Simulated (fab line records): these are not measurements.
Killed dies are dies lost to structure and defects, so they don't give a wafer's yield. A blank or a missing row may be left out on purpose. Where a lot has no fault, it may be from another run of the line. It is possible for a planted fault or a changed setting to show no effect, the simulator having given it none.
The tool behind it: which one? :: flow berkeley cmos170 :: 21 wafers from 7 lots sampled at 2 of the route's 331 steps

WHAT EACH GAUGE READ, for each wafer
UCB170_PWELL_THK_MEAS_06.
lot: L543
measured: day 3 08:50
on: film metro-01
PWELL_NITRIDE_THK (nm): 219.5 218.9 217.5

lot: L546
measured: day 4 05:07
on: film metro-01
PWELL_NITRIDE_THK (nm): 222.7 222.6 221.6

lot: L548
measured: day 4 13:50
on: film metro-04
PWELL_NITRIDE_THK (nm): 218.9 219.6 219.9

lot: L551
measured: day 5 05:47
on: film metro-01
PWELL_NITRIDE_THK (nm): 223.0 222.6 222.2

lot: L553
measured: day 5 15:20
on: film metro-04
PWELL_NITRIDE_THK (nm): 217.7 215.9 217.9

lot: L555
measured: day 5 23:37
on: film metro-03
PWELL_NITRIDE_THK (nm): 221.9 221.6 221.5

lot: L560
measured: day 7 07:00
on: film metro-04
PWELL_NITRIDE_THK (nm): 292.0 288.6 290.6

TOOL THAT RAN EACH LOT (tool first, then ch and the chambers of the sampled wafers, then the start)
lot: L543
UCB170_PWELL_CVD_05: lpcvd-01 ch 1, day 3 05:58

lot: L546
UCB170_PWELL_CVD_05: lpcvd-01 ch 0, day 4 03:07

lot: L548
UCB170_PWELL_CVD_05: lpcvd-02 ch 0, day 4 10:57

lot: L551
UCB170_PWELL_CVD_05: lpcvd-01 ch 1, day 5 03:52

lot: L553
UCB170_PWELL_CVD_05: lpcvd-01 ch 1, day 5 13:24

lot: L555
UCB170_PWELL_CVD_05: lpcvd-02 ch 0, day 5 21:41

lot: L560
UCB170_PWELL_CVD_05: lpcvd-01 ch 0, day 7 05:05
- UCB170_PWELL_CVD_05: deposits Si3N4 from SiH2Cl2/NH3, target thk 220 nm, time 3300 s.

THE ANSWER, worked out from the rows above alone
Rule: what is usual is taken from the lots themselves. The widest of any qualifying gaps counts: lots, ordered by their means at a reading, are off when they make up no more than a third of the lots, leave a main group of 4 or more, and stand apart from it by 3 or more times the standard deviation of that group's means. If all means in a main group match to the digits the tables above print for the reading, that group is not used. Also off: a lot with no number at a reading for which 4 or more lots have one. All remaining lots with rows at the step are treated as sound.
Off: L560, seen at UCB170_PWELL_THK_MEAS_06 (PWELL_NITRIDE_THK). The main group: mean 220.3 nm, standard deviation 2.
A tool fits if, at a process step before that reading, it ran every lot that is off, and no sound lot after the first of them. Gauges at UCB170_PWELL_THK_MEAS_06: tried the same way as those tools. 2 tools fit, lpcvd-01 at UCB170_PWELL_CVD_05 and film metro-04 at UCB170_PWELL_THK_MEAS_06, so this cannot tell which one it is.

WHAT HAD BEEN PUT IN BY THE SIMULATOR
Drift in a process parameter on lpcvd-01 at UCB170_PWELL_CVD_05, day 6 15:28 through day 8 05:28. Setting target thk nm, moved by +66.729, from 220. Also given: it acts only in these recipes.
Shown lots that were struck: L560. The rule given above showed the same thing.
